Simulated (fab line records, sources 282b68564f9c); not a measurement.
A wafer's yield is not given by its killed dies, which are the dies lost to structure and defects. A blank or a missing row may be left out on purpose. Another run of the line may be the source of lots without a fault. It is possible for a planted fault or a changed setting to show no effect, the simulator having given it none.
Split-lot study ; flow rit cmos ; 5 lots, 23 wafers read, on a route of 202 steps

== SPLIT DETAILS ==
At RIT_PRETRO_IMPLANT_08, the setting energy kev was moved away from the recipe's 45 on 10 of the 23 wafers read, by +4.0% to +5.0%. The other wafers ran this setting at the recipe's value.

The split's own step is where the reading is taken.

== THE READING ==
The simulator's own value implant.drp nm, read by no gauge, in nm at RIT_PRETRO_IMPLANT_08. The file gives no usual value for it.

wafer;tool, chamber at the split;energy kev as run;against the recipe;implant.drp nm, nm;against lot-mates on the recipe
L075.1;implanter-02, 0;45;recipe;55.07;-
L075.2;implanter-02, 0;45;recipe;55.07;-
L075.4;implanter-02, 0;46.99;+4.4%;56.49;+1.42
L075.5;implanter-02, 0;46.99;+4.4%;56.49;+1.42
L075.6;implanter-02, 0;46.99;+4.4%;56.49;+1.42
L079.2;implanter-03, 0;45;recipe;55.07;-
L079.3;implanter-03, 0;45;recipe;55.07;-
L079.4;implanter-03, 0;45;recipe;55.07;-
L079.5;implanter-03, 0;47.24;+5.0%;56.67;+1.60
L079.6;implanter-03, 0;47.24;+5.0%;56.67;+1.60
L080.2;implanter-03, 0;47.13;+4.7%;56.59;+1.52
L080.5;implanter-03, 0;47.13;+4.7%;56.59;+1.52
L080.6;implanter-03, 0;47.13;+4.7%;56.59;+1.52
L080.3;implanter-03, 0;45;recipe;55.07;-
L080.4;implanter-03, 0;45;recipe;55.07;-
L082.2;implanter-03, 0;45;recipe;55.07;-
L082.3;implanter-03, 0;45;recipe;55.07;-
L082.4;implanter-03, 0;45;recipe;55.07;-
L082.5;implanter-03, 0;46.81;+4.0%;56.37;+1.30
L082.6;implanter-03, 0;46.81;+4.0%;56.37;+1.30
L084.1;implanter-01, 0;45;recipe;55.07;-
L084.2;implanter-01, 0;45;recipe;55.07;-
L084.6;implanter-01, 0;45;recipe;55.07;-

FIT RESULTS
A straight line over all 23 wafers: implant.drp nm changes by +0.321 nm for each +1% of energy kev; r = +1.00; the points scatter about the line by 0.0023 nm.
The same after taking each lot's own level away (the mean of its wafers on the recipe; 23 wafers): +0.321 nm for each +1%; r = +1.00; scatter 0.0023 nm.
That fit puts the effect of the largest move of energy kev on the reading at 1.6 nm.
The lots' own levels span 55.070 to 55.070 nm.
So the lot-to-lot level changes the slope little: the two slopes agree.
Check: with one of the wafers moved furthest among these (+5.0%) left out of the fit, the line predicts +1.6 nm for it against its lot-mates. Against them it came out at +1.6 nm.

== OTHER SPLITS APPLIED TO THESE WAFERS ==
These wafers also went through other splits before the reading. Each is held against what the fit with the lots' levels taken away leaves over:
other split on the same wafers;wafers away from the commonest value;r with implant.drp nm (lot level and that fit taken away)
RIT_ACTIVE_CVD_03 sih2cl2 flow sccm;5;+0.63
RIT_ACTIVE_DEVELOP_10 dev temp c;8;-0.09
RIT_PWELL_COAT_01 resist thk nm;7;-0.18
RIT_PWELL_DEVELOP_05 develop time s;6;+0.67
RIT_PRETRO_SOFTBAKE_02 temp c;7;+0.38

== THE WHOLE CHAIN: every reading that the file lists as answering this split, in the file's order ==
step;what it does;reading;change (the file's fit);r (the file's)
RIT_PRETRO_IMPLANT_08;;implant.rp nm (the simulator's own value, which no gauge read);+1.37 nm for each +1% of the setting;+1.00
RIT_PRETRO_IMPLANT_08;;implant.drp nm (the simulator's own value, which no gauge read);+0.322 nm for each +1% of the setting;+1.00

== FILE'S OWN FIT ==
implant.drp nm changes by +0.322 nm for each +1% of energy kev, r = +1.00.
